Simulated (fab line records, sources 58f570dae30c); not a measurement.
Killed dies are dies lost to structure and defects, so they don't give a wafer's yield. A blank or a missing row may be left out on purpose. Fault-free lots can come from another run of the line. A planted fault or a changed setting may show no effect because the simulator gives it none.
The same fault as seen by 2 desks    flow berkeley-cmos170    every desk sees just its own numbers, and what lay behind them comes last

== METROLOGY DESK ==
Lot by lot, what the gauges showed, no matter which tool ran the lot: averages of those sampled wafers that carry a number. Any lot whose mean is over 4 standard deviations away from the usual mean is out of limits and marked OUT; that distance is given in the brackets.
Columns: A = M3_AL_RS at UCB170_M3_RS_MEAS_02, usual 0.0333 ohm/sq; B = cd-nm at UCB170_M3_CD_MEAS_90, usual 700 nm
lot   first seen here  A       B
L242  day 8 13:20      0.0336  704
L246  day 9 06:39      0.0334  701
L244  day 9 09:11      0.0330  697
L247  day 9 22:04      0.0337  695
L248  day 10 00:14     0.0334  705
L250  day 10 03:03     0.0330  696
L252  day 10 19:51     0.0332  703
L254  day 11 14:23     0.0333  705
L258  day 12 10:58     0.0337  705
L259  day 12 11:32     0.0329  697
L261  day 13 00:02     0.0332  702
L262  day 13 01:46     0.0335  693
L264  day 13 02:58     0.0332  696
L265  day 13 04:02     0.0338  702
This desk's finding: nothing out of limits on any of the 14 lots.

== TOOL OWNER'S DESK, pecvd-03 ==
The tool's own readings at UCB170_V2_CVD_00 (deposits SiO2 from TEOS/O2, target thk 2000 nm, time 250 s): means of the sampled wafers that have a number, for each lot that ran on this tool. Any lot whose mean is over 4 standard deviations away from the usual mean is out of limits and marked OUT; that distance is given in the brackets.
Columns: A = heater-power-w at UCB170_V2_CVD_00, usual 283 W
lot   first seen here  A
L242  day 8 10:54      312
L244  day 9 06:19      297
L248  day 9 21:36      270
L252  day 10 16:56     258
L254  day 11 09:31     223
L259  day 12 08:17     222
L261  day 12 21:20     255
This desk's finding: nothing out of limits on any of the 7 lots.

== PUT TOGETHER ==
Metrology desk: nothing out of limits seen.
Nothing out of limits was seen by the tool owner's desk.

== WHAT HAD BEEN PUT IN BY THE SIMULATOR ==
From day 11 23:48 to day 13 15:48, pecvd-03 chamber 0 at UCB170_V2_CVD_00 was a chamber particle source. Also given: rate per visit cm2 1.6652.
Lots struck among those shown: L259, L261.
